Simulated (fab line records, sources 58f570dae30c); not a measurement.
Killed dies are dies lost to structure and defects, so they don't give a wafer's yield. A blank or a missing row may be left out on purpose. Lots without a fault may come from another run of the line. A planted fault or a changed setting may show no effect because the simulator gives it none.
Problem report in the 8D (eight disciplines) form, filled by code | flow berkeley_cmos170 | the parts of the form that need people (team, actions taken, sign-off) are left out

1. THE PROBLEM
oes_product_au at UCB170_GATE_ETCH_15 reads a mean of 0.720 a.u. on 2 wafers of 2 lots; wafers without a fault read 0.852 a.u. with a standard deviation of 0.018. That is -7.3 standard deviations from the usual mean.
The step: etches poly-Si in HBr/Cl2, stops on SiO2, time 56.3 s, target depth 278.2 nm.
First seen on wafer L983.6, day 10 06:47, on rie_si-02. The record holds 14 wafers of 6 lots with a number at this step. Rule for "out", or "out of limits": more than 4 standard deviations from the usual mean. The other wafers with a number count as sound.

2. WHAT IT IS AND WHAT IT IS NOT
question                    | is                     | is not
which readings at this step | oes_product_au         | drypump_motor_current_A, throttle_valve_pct
which lots                  | L981, L983             | L967, L972, L973, L990
which wafers of those lots  | all that have a number | -
read on which tools         | rie_si-02              | rie_si-01
when                        | from day 10 06:47      | up to then (9 sound wafers); but 3 sound wafers of L990 came after

3. SUSPECTS, AND WHAT RULES EACH OUT
Counting: a tool at a process step up to the reading stays a suspect if it ran every lot that is out and no sound lot after the first of them.
- rie_si-02 at UCB170_GATE_ETCH_15 (etches poly-Si in HBr/Cl2, stops on SiO2, time 56.3 s, target depth 278.2 nm): kept. It ran every lot that is out, first L983 (day 10 06:47), and no sound lot after that; its last sound lot up to then is L967 (day 6 21:37). Its own readings are out on those wafers: oes_product_au.
Left after counting: rie_si-02 at UCB170_GATE_ETCH_15.

4. THE CAUSE (what the simulator had put in)
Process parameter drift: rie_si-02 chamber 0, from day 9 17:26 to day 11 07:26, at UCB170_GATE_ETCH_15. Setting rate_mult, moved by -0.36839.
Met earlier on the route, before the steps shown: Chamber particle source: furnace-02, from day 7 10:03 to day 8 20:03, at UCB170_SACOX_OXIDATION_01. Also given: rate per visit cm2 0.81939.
Counting left only this tool.

5. THE CHAIN OF EFFECTS, in route order
Each row: a reading whose mean over the struck wafers that have a number lies more than 3 standard deviations from the usual. Only readings for which the record gives a usual standard deviation are gone through. hours: the time from each lot's start at the first step in this table that gives one to its start at this step, as a median over the lots. sigmas: the change in usual standard deviations.
hours | step                | reading        | usual      | on struck wafers | change | sigmas
0     | UCB170_GATE_ETCH_15 | oes_product_au | 0.852 a.u. | 0.720            | -0.132 | -7.3
The process steps in it:
- UCB170_GATE_ETCH_15: etches poly-Si in HBr/Cl2, stops on SiO2, time 56.3 s, target depth 278.2 nm.

6. WHAT WOULD HAVE CAUGHT IT SOONER
In this record the first reading out of limits was taken at day 10 06:47, 13 hours after the fault began at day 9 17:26.
